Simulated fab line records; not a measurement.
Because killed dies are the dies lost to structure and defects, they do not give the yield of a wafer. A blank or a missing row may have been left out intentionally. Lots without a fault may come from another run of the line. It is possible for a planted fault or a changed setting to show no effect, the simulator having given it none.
Problem report in the 8D (eight disciplines) form, filled by code + flow berkeleyCmos170 + the parts of the form that need people (team, actions taken, sign-off) are left out

1. WHAT IS WRONG
Wafers free of any fault read 378 nm (standard deviation 5.7) for SPACER_TEOS_THK at UCB170_SPACER_THK_MEAS_01, against a mean of 420 nm on 4 wafers of 2 lots. Relative to the usual mean, that is a shift of +7.5 standard deviations.
Earliest sighting: wafer L662.1 on filmMetro-01 at day 8 09:40. Wafers with a number at this step in the record: 42, from 14 lots. Rule for "out", or "out of limits": more than 4 standard deviations from the usual mean. Any other wafer with a number is counted as sound.

2. WHAT IT IS, WHAT IT ISN'T
| question                    | is                             | is not                                                                                                         |
|-----------------------------|--------------------------------|----------------------------------------------------------------------------------------------------------------|
| which readings at this step | SPACER_TEOS_THK                | -                                                                                                              |
| which lots                  | L662, L666                     | L654, L657, L658, L660, L661, L669, L670, L671, L672, L674, L676, L677                                         |
| which wafers of those lots  | L662.1, L662.6, L666.1, L666.6 | L662.5, L666.5                                                                                                 |
| read on which gauges        | filmMetro-01, filmMetro-03     | filmMetro-02                                                                                                   |
| when                        | from day 8 09:40               | up to then (16 sound wafers); but 22 sound wafers of L666, L669, L670, L671, L672, L674, L676, L677 came after |

3. THE SUSPECTS, EACH WITH WHAT RULES IT OUT
Counting: if a tool at a process step up to the reading ran every lot that is out, it stays a suspect. Sound lots after the first of them don't rule it out here, since some wafers of a struck lot are sound.
- the gauge at UCB170_SPACER_THK_MEAS_01 has been ruled out. 2 gauges (filmMetro-01, filmMetro-03) read the wafers that are out.
- plasmaAsher-02 at UCB170_GATE_STRIP_16 (strips in O2): kept. Ran every lot that is out, first one L662 (day 8 04:22); last sound lot up to then L657 (day 7 12:35).
- pecvd-02 at UCB170_SPACER_CVD_00 (deposits SiO2 from TEOS/O2, target thk 376 nm, time 47 s): kept. Ran every lot that is out, first one L662 (day 8 09:37); last sound lot up to then L661 (day 8 02:20).
- At UCB170_SPACER_CVD_00 on pecvd-02, chamber 1 took the sound wafers of the same lots and chamber 0 took the wafers that are out.
After counting, plasmaAsher-02 at UCB170_GATE_STRIP_16 and pecvd-02 at UCB170_SPACER_CVD_00 remain.

4. THE CAUSE (what the simulator had put in)
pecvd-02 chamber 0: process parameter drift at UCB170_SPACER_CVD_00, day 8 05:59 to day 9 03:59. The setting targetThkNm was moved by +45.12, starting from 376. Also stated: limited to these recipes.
After counting, 2 suspects remain, this tool included.

5. THE EFFECT CHAIN, in route order
Each row: a reading where the mean over the struck wafers with a number is more than 3 standard deviations away from the usual. Only readings whose record carries a usual standard deviation are examined. hours: median over the lots of the time between each lot's start at the first step of this table that gives one and its start at this step. sigmas: the change, counted in usual standard deviations.
| hours | step                      | reading         | usual      | on struck wafers | change | sigmas |
|-------|---------------------------|-----------------|------------|------------------|--------|--------|
| 0     | UCB170_SPACER_THK_MEAS_01 | SPACER_TEOS_THK | 378 nm     | 420              | +42    | +7.5   |
| 3     | UCB170_SPACER_ETCHBACK_03 | oesProductAu    | 0.908 a.u. | 0.986            | +0.078 | +5.2   |
The process steps in it:
- UCB170_SPACER_ETCHBACK_03: etches SiO2 in CHF3/CF4/Ar, stops on Si, target depth 376 nm, time 100 s.

6. HOW IT WOULD HAVE BEEN CAUGHT EARLIER
In this record the first reading out of limits at a measuring or inspecting step was taken at day 8 09:40, 4 hours after the fault began at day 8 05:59.
Tool readings at UCB170_SPACER_CVD_00 with a usual standard deviation given in the record: none out on any struck wafer, hence no alarm at a limit of 4 standard deviations on them.
L666, from the lots that are out (2), started UCB170_SPACER_CVD_00 on pecvd-02 later than day 8 09:40. Had the tool been put on hold then, it would have been spared.
